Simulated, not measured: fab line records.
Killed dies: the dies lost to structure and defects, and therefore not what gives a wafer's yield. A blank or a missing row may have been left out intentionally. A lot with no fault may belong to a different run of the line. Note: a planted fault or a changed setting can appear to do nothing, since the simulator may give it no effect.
Split-lot trial + flow berkeley_cmos170 + 5 lots, 23 wafers read, on a route of 331 steps

ABOUT THE SPLIT
At UCB170_SILICIDE_SPUTTER_01 (material Ti, target thk 30 nm, time 25 s), the setting chamber_pressure_pa was moved away from the recipe's 0.5 Pa on 20 of the 23 wafers read, by -12.1% to +13.5%. This setting was run at the recipe's value on the other wafers.

BETWEEN THE SPLIT AND THE READING: the file shows 1 step in between
- UCB170_SILICIDE_RS_MEAS_02: measures by four-point-probe

THE READING
SILICIDE_TI_THK, in nm, at UCB170_SILICIDE_THK_MEAS_03 (measures by xrf). A value of 29.6 nm with a standard deviation of 0.34 nm is what fault-free wafers of this fab line usually give.

| wafer  | tool, chamber at the split | chamber_pressure_pa as run, Pa | against the recipe | SILICIDE_TI_THK, nm | against lot-mates on the recipe |
|--------|----------------------------|--------------------------------|--------------------|---------------------|---------------------------------|
| L075.1 | pvd_sputter-01, -          | 0.4495                         | -10.1%             | 30.5                | no lot-mate on the recipe       |
| L075.2 | pvd_sputter-01, -          | 0.4495                         | -10.1%             | 30.7                | no lot-mate on the recipe       |
| L075.4 | pvd_sputter-01, -          | 0.4495                         | -10.1%             | 30.5                | no lot-mate on the recipe       |
| L075.5 | pvd_sputter-01, -          | 0.4495                         | -10.1%             | 30.7                | no lot-mate on the recipe       |
| L075.6 | pvd_sputter-01, -          | 0.4495                         | -10.1%             | 30.4                | no lot-mate on the recipe       |
| L076.1 | pvd_sputter-03, -          | 0.4396                         | -12.1%             | 30.5                | no lot-mate on the recipe       |
| L076.2 | pvd_sputter-03, -          | 0.4396                         | -12.1%             | 30.7                | no lot-mate on the recipe       |
| L076.3 | pvd_sputter-03, -          | 0.4396                         | -12.1%             | 30.4                | no lot-mate on the recipe       |
| L076.4 | pvd_sputter-03, -          | 0.4396                         | -12.1%             | 30.5                | no lot-mate on the recipe       |
| L076.5 | pvd_sputter-03, -          | 0.4396                         | -12.1%             | 30.6                | no lot-mate on the recipe       |
| L079.1 | pvd_sputter-02, -          | 0.5675                         | +13.5%             | 28.6                | no lot-mate on the recipe       |
| L079.3 | pvd_sputter-02, -          | 0.5675                         | +13.5%             | 28.3                | no lot-mate on the recipe       |
| L079.4 | pvd_sputter-02, -          | 0.5675                         | +13.5%             | 28.5                | no lot-mate on the recipe       |
| L079.5 | pvd_sputter-02, -          | 0.5675                         | +13.5%             | 28.4                | no lot-mate on the recipe       |
| L079.6 | pvd_sputter-02, -          | 0.5675                         | +13.5%             | 28.6                | no lot-mate on the recipe       |
| L080.1 | pvd_sputter-01, -          | 0.5457                         | +9.1%              | 29.4                | no lot-mate on the recipe       |
| L080.3 | pvd_sputter-01, -          | 0.5457                         | +9.1%              | 29.3                | no lot-mate on the recipe       |
| L080.4 | pvd_sputter-01, -          | 0.5457                         | +9.1%              | 29.2                | no lot-mate on the recipe       |
| L080.5 | pvd_sputter-01, -          | 0.5457                         | +9.1%              | 29.2                | no lot-mate on the recipe       |
| L080.6 | pvd_sputter-01, -          | 0.5457                         | +9.1%              | 29.8                | no lot-mate on the recipe       |
| L084.1 | pvd_sputter-02, -          | 0.5                            | recipe             | 29.7                | -                               |
| L084.2 | pvd_sputter-02, -          | 0.5                            | recipe             | 29.9                | -                               |
| L084.3 | pvd_sputter-02, -          | 0.5                            | recipe             | 29.7                | -                               |

FIT RESULTS
A straight line over all 23 wafers: SILICIDE_TI_THK changes by -0.0745 nm for each +1% of chamber_pressure_pa; r = -0.95; the points scatter about the line by 0.26 nm.
Too few moved wafers with a lot-mate on the recipe to fit a line net of each lot's own level.

THE WHOLE CHAIN: every reading that the file lists as answering this split, in the file's order
| step                        | what it does                             | reading                                                                           | change (the file's fit)                | r (the file's) |
|-----------------------------|------------------------------------------|-----------------------------------------------------------------------------------|----------------------------------------|----------------|
| UCB170_SILICIDE_SPUTTER_01  | material Ti, target thk 30 nm, time 25 s | Ti_of_SILICIDE_SPUTTER_01.thk_nm (the simulator's own value, which no gauge read) | -0.0772 nm for each +1% of the setting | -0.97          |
| UCB170_SILICIDE_RS_MEAS_02  | measures by four-point-probe             | SILICIDE_TI_RS                                                                    | +0.0786 for each +1% of the setting    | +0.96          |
| UCB170_SILICIDE_THK_MEAS_03 | measures by xrf                          | SILICIDE_TI_THK                                                                   | -0.0748 for each +1% of the setting    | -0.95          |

FILE'S OWN FIT
SILICIDE_TI_THK changes by -0.0748 nm for each +1% of chamber_pressure_pa, r = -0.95.
